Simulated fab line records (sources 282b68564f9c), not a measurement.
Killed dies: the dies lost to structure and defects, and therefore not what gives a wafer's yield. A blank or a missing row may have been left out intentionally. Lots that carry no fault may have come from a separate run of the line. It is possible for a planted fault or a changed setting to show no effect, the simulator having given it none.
Comparing a struck lot with a sound one | flow rit cmos | 43 steps out of a route of 202
Sound: these wafers, L132.1, L132.3, L132.5. Wafers struck: L138.1, L138.2, L138.6. The cause is given at the end.
Order at every step that has rows: each side's tool, ch and its chambers, its first start. Under that, the readings that differ: sound wafers | struck wafers | difference of the means | sigmas: that difference in standard deviations of wafers without a fault.
alike: a reading whose means differ by less than 2 such deviations, as well as words and numbers matching on both sides. not compared: withheld readings; readings where some wafer has no value; bounds like >300 that might hide an equal value; numbers whose values overlap and for which the record gives no deviation.
Wherever a step has rows on one side only, a row that says differs or no value, or a row with sigmas, the two part there. Numbers that don't overlap but have no deviation are shown without sigmas and don't part them. A reading that every wafer of one side lacks parts them only if that side has two wafers or more.

first, 2 steps without rows for these wafers: RIT_NLDD_HARDBAKE_07 (time 60 s); RIT_NLDD_IMPLANT_08.
RIT_NLDD_STRIP_09: strips in O2, time 180 s.
  sound on plasma asher-02 ch 0,1, day 3 04:58; struck on plasma asher-02 ch 0,1, day 4 06:47
  alike: drypump motor current A
  not compared: rf hours counter h
RIT_NLDD_TW_MEAS_10:
  struck on film metro-01, day 4 06:57; sound on film metro-03, day 3 05:08
  alike: NLDD_TW
then, 6 steps without rows for these wafers: RIT_PLDD_HMDS_00 (prime time 60 s); RIT_PLDD_COAT_01 (resist thk 1000 nm); RIT_PLDD_SOFTBAKE_02 (time 60 s); RIT_PLDD_EXPOSE_03 (exposes mask M8, target cd 40900 nm); RIT_PLDD_PEB_04; RIT_PLDD_DEVELOP_05 (develop time 50 s).
RIT_PLDD_OVL_MEAS_06:
  struck on overlay-01, day 4 07:59; sound on overlay-02, day 3 06:13
  alike: PLDD_OVL
then, 1 step without rows for these wafers: RIT_PLDD_HARDBAKE_07 (time 60 s).
RIT_PLDD_IMPLANT_08:
  sound on implanter-03 ch 0, day 3 06:25; struck on implanter-04 ch 0, day 4 08:11
  reading                          | sound                        | struck                         | difference  | sigmas
  dose ions cm2                    | 9.007e+14 8.98e+14 8.992e+14 | 1.7101e+15 1.7099e+15 1.71e+15 | +8.1070e+14 | +99 or more
  end station pressure torr (Torr) | 7.3e-06 6.7e-06 7.4e-06      | 1.06e-05 8.6e-06 8.9e-06       | +2.23e-06   | +6
  faraday current uA               | 2774 2825 2764               | 5354 5150 5399                 | +2513       | +52
RIT_PLDD_STRIP_09: strips in O2, time 180 s.
  sound on plasma asher-02 ch 0,1, day 3 06:34; struck on plasma asher-01 ch 0,1, day 4 08:20
  alike: drypump motor current A
  not compared: rf hours counter h
RIT_PLDD_TW_MEAS_10:
  struck on film metro-01, day 4 08:44; sound on film metro-01, day 3 06:44
  reading | sound          | struck         | difference | sigmas
  PLDD_TW | 2340 2325 2325 | 2712 2700 2717 | +380       | +17
  not compared: hold
then, 3 steps without rows for these wafers: RIT_SPACER_CLEAN_01 (cleans in dHF, time 30 s); RIT_SPACER_CLEAN_02 (cleans in SC2, time 600 s); RIT_SPACER_CVD_03 (deposits Si3N4 from SiH2Cl2/NH3, target thk 250 nm, time 3300 s).
RIT_SPACER_THK_MEAS_04:
  struck on film metro-02, day 4 12:53; sound on film metro-03, day 3 10:30
  alike: SPACER_NITRIDE_THK
RIT_SPACER_ETCHBACK_05: etches Si3N4 in SF6/CHF3, stops on SiO2, target depth 250 nm, time 240 s.
  sound on rie diel-02 ch 0,1,2, day 3 10:34; struck on rie diel-04 ch 0,1, day 4 12:57
  alike: drypump motor current A, oes product au, throttle valve pct
  not compared: rf hours counter h
then, 6 steps without rows for these wafers: RIT_NSD_HMDS_00 (prime time 60 s); RIT_NSD_COAT_01 (resist thk 1000 nm); RIT_NSD_SOFTBAKE_02 (time 60 s); RIT_NSD_EXPOSE_03 (exposes mask M9, target cd 40700 nm); RIT_NSD_PEB_04; RIT_NSD_DEVELOP_05 (develop time 50 s).
RIT_NSD_OVL_MEAS_06:
  struck on overlay-01, day 4 14:06; sound on overlay-01, day 3 11:47
  alike: NSD_OVL
then, 2 steps without rows for these wafers: RIT_NSD_HARDBAKE_07 (time 60 s); RIT_NSD_IMPLANT_08.
RIT_NSD_STRIP_09: strips in O2, time 180 s.
  sound on plasma asher-03 ch 0,1, day 3 12:15; struck on plasma asher-03 ch 0,1, day 4 14:26
  alike: drypump motor current A
  not compared: rf hours counter h
RIT_NSD_TW_MEAS_10:
  struck on film metro-03, day 4 14:37; sound on film metro-01, day 3 12:25
  alike: NSD_TW
then, 6 steps without rows for these wafers: RIT_PSD_HMDS_00 (prime time 60 s); RIT_PSD_COAT_01 (resist thk 1000 nm); RIT_PSD_SOFTBAKE_02 (time 60 s); RIT_PSD_EXPOSE_03 (exposes mask M10, target cd 40900 nm); RIT_PSD_PEB_04; RIT_PSD_DEVELOP_05 (develop time 50 s).
RIT_PSD_OVL_MEAS_06:
  struck on overlay-01, day 4 15:44; sound on overlay-02, day 3 13:28
  alike: PSD_OVL
then, 2 steps without rows for these wafers: RIT_PSD_HARDBAKE_07 (time 60 s); RIT_PSD_IMPLANT_08.
RIT_PSD_STRIP_09: strips in O2, time 180 s.
  sound on plasma asher-03 ch 0, day 3 13:48; struck on plasma asher-04 ch 0,1, day 4 16:29
  alike: drypump motor current A
  not compared: rf hours counter h
RIT_SDANNEAL_RS_MEAS_06: a four-point-probe measurement.
  struck on film metro-01, day 4 18:07; sound on film metro-01, day 3 14:52
  reading          | sound             | struck            | difference | sigmas
  PLDD_RS (ohm/sq) | 179.4 179.9 178.9 | 152.6 152.5 152.2 | -27.0      | -59
  not compared: hold
RIT_M1_PROBE_99:
  the record has rows for the sound wafers here (prober-02, day 3 22:10) and none for the struck ones

WHERE THEY PART
At RIT_PLDD_IMPLANT_08 first; at RIT_M1_PROBE_99 last (within this record only).

WHY: the cause the simulator had injected
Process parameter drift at RIT_PLDD_IMPLANT_08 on implanter-04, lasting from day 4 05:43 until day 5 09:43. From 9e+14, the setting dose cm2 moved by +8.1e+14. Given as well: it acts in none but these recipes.
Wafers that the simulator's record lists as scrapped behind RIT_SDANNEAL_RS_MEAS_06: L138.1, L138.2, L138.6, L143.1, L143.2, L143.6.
